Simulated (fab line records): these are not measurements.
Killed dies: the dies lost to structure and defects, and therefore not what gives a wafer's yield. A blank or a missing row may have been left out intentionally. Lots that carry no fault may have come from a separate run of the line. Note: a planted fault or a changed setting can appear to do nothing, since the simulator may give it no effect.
Split-lot study || flow rit-cmos || on a route of 202 steps: 5 lots, 23 wafers read

ON THE SPLIT
At RIT_SDANNEAL_RTA_03 (time 5 s), the setting time-s was moved away from the recipe's 5 s on 6 of the 23 wafers read, by -12.5% to -4.3%. The other wafers ran this setting at the recipe's value.

Split to reading: the file shows no intervening step.

THE READING
Measured at RIT_SDANNEAL_RS_MEAS_04 by four-point probe: PSD_RS, in ohm/sq. Typical for fault-free wafers on this fab line: 115.95 ohm/sq, with standard deviation 0.24 ohm/sq.

{"wafer": "L076.1", "tool, chamber at the split": "rtp-anneal-02, 0", "time-s as run, s": 4.375, "against the recipe": "-12.5%", "PSD_RS, ohm/sq": 117.43, "against lot-mates on the recipe": "+1.55"}
{"wafer": "L076.2", "tool, chamber at the split": "rtp-anneal-02, 0", "time-s as run, s": 4.375, "against the recipe": "-12.5%", "PSD_RS, ohm/sq": 117.67, "against lot-mates on the recipe": "+1.79"}
{"wafer": "L076.4", "tool, chamber at the split": "rtp-anneal-02, 0", "time-s as run, s": 5, "against the recipe": "recipe", "PSD_RS, ohm/sq": 115.82, "against lot-mates on the recipe": "-"}
{"wafer": "L076.5", "tool, chamber at the split": "rtp-anneal-02, 0", "time-s as run, s": 5, "against the recipe": "recipe", "PSD_RS, ohm/sq": 115.94, "against lot-mates on the recipe": "-"}
{"wafer": "L076.6", "tool, chamber at the split": "rtp-anneal-02, 0", "time-s as run, s": 4.375, "against the recipe": "-12.5%", "PSD_RS, ohm/sq": 117.96, "against lot-mates on the recipe": "+2.08"}
{"wafer": "L077.2", "tool, chamber at the split": "rtp-anneal-01, 0", "time-s as run, s": 5, "against the recipe": "recipe", "PSD_RS, ohm/sq": 116.02, "against lot-mates on the recipe": "-"}
{"wafer": "L077.3", "tool, chamber at the split": "rtp-anneal-01, 0", "time-s as run, s": 5, "against the recipe": "recipe", "PSD_RS, ohm/sq": 116.21, "against lot-mates on the recipe": "-"}
{"wafer": "L077.4", "tool, chamber at the split": "rtp-anneal-01, 0", "time-s as run, s": 5, "against the recipe": "recipe", "PSD_RS, ohm/sq": 116.17, "against lot-mates on the recipe": "-"}
{"wafer": "L077.5", "tool, chamber at the split": "rtp-anneal-01, 0", "time-s as run, s": 5, "against the recipe": "recipe", "PSD_RS, ohm/sq": 116.02, "against lot-mates on the recipe": "-"}
{"wafer": "L077.6", "tool, chamber at the split": "rtp-anneal-01, 0", "time-s as run, s": 5, "against the recipe": "recipe", "PSD_RS, ohm/sq": 116.00, "against lot-mates on the recipe": "-"}
{"wafer": "L081.3", "tool, chamber at the split": "rtp-anneal-01, 0", "time-s as run, s": 5, "against the recipe": "recipe", "PSD_RS, ohm/sq": 116.09, "against lot-mates on the recipe": "-"}
{"wafer": "L081.4", "tool, chamber at the split": "rtp-anneal-01, 0", "time-s as run, s": 5, "against the recipe": "recipe", "PSD_RS, ohm/sq": 115.94, "against lot-mates on the recipe": "-"}
{"wafer": "L081.5", "tool, chamber at the split": "rtp-anneal-01, 0", "time-s as run, s": 5, "against the recipe": "recipe", "PSD_RS, ohm/sq": 115.87, "against lot-mates on the recipe": "-"}
{"wafer": "L082.1", "tool, chamber at the split": "rtp-anneal-02, 0", "time-s as run, s": 4.786, "against the recipe": "-4.3%", "PSD_RS, ohm/sq": 116.65, "against lot-mates on the recipe": "+0.71"}
{"wafer": "L082.2", "tool, chamber at the split": "rtp-anneal-02, 0", "time-s as run, s": 5, "against the recipe": "recipe", "PSD_RS, ohm/sq": 115.72, "against lot-mates on the recipe": "-"}
{"wafer": "L082.3", "tool, chamber at the split": "rtp-anneal-02, 0", "time-s as run, s": 4.786, "against the recipe": "-4.3%", "PSD_RS, ohm/sq": 116.42, "against lot-mates on the recipe": "+0.48"}
{"wafer": "L082.5", "tool, chamber at the split": "rtp-anneal-02, 0", "time-s as run, s": 4.786, "against the recipe": "-4.3%", "PSD_RS, ohm/sq": 116.61, "against lot-mates on the recipe": "+0.67"}
{"wafer": "L082.6", "tool, chamber at the split": "rtp-anneal-02, 0", "time-s as run, s": 5, "against the recipe": "recipe", "PSD_RS, ohm/sq": 116.16, "against lot-mates on the recipe": "-"}
{"wafer": "L083.1", "tool, chamber at the split": "rtp-anneal-01, 0", "time-s as run, s": 5, "against the recipe": "recipe", "PSD_RS, ohm/sq": 115.92, "against lot-mates on the recipe": "-"}
{"wafer": "L083.2", "tool, chamber at the split": "rtp-anneal-01, 0", "time-s as run, s": 5, "against the recipe": "recipe", "PSD_RS, ohm/sq": 116.11, "against lot-mates on the recipe": "-"}
{"wafer": "L083.3", "tool, chamber at the split": "rtp-anneal-01, 0", "time-s as run, s": 5, "against the recipe": "recipe", "PSD_RS, ohm/sq": 115.90, "against lot-mates on the recipe": "-"}
{"wafer": "L083.5", "tool, chamber at the split": "rtp-anneal-01, 0", "time-s as run, s": 5, "against the recipe": "recipe", "PSD_RS, ohm/sq": 116.36, "against lot-mates on the recipe": "-"}
{"wafer": "L083.6", "tool, chamber at the split": "rtp-anneal-01, 0", "time-s as run, s": 5, "against the recipe": "recipe", "PSD_RS, ohm/sq": 116.32, "against lot-mates on the recipe": "-"}

FIT RESULTS
A straight line over all 23 wafers: PSD_RS changes by -0.132 ohm/sq for each +1% of time-s; r = -0.96; the points scatter about the line by 0.18 ohm/sq.
The same after taking each lot's own level away (the mean of its wafers on the recipe; 23 wafers): -0.145 ohm/sq for each +1%; r = -0.97; scatter 0.16 ohm/sq.
On that fit, the largest move of time-s shifts the reading by 1.8 ohm/sq.
From 115.880 to 116.122 ohm/sq: that is the span of the lots' own levels, equal to 1.0 times the standard deviation above.
The two slopes agree, so the slope changes little with the lot-to-lot level.
Check: with one of the wafers moved furthest among these (-12.5%) left out of the fit, the line predicts +1.92 ohm/sq for it against its lot-mates. Against them it came out at +1.55 ohm/sq.

OTHER SPLITS ON THESE WAFERS
Note: prior to the reading, these wafers also went through further splits. Each is held against what the fit with the lots' levels taken away leaves over:
{"other split on the same wafers": "RIT_PRETRO_COAT_01 spin-rpm", "wafers away from the commonest value": 8, "r with PSD_RS (lot level and that fit taken away)": -0.24}
{"other split on the same wafers": "RIT_GATE_CVD_08 temp-c", "wafers away from the commonest value": 18, "r with PSD_RS (lot level and that fit taken away)": "+0.00"}
{"other split on the same wafers": "RIT_GATE_COAT_11 spin-rpm", "wafers away from the commonest value": 8, "r with PSD_RS (lot level and that fit taken away)": -0.04}
{"other split on the same wafers": "RIT_GATE_DEVELOP_15 dev-temp-c", "wafers away from the commonest value": 8, "r with PSD_RS (lot level and that fit taken away)": "+0.06"}
{"other split on the same wafers": "RIT_NLDD_COAT_01 spin-rpm", "wafers away from the commonest value": 7, "r with PSD_RS (lot level and that fit taken away)": -0.06}
{"other split on the same wafers": "RIT_PLDD_IMPLANT_08 dose-cm2", "wafers away from the commonest value": 10, "r with PSD_RS (lot level and that fit taken away)": -0.15}

FILE'S OWN FIT
PSD_RS changes by -0.145 ohm/sq for each +1% of time-s, r = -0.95.
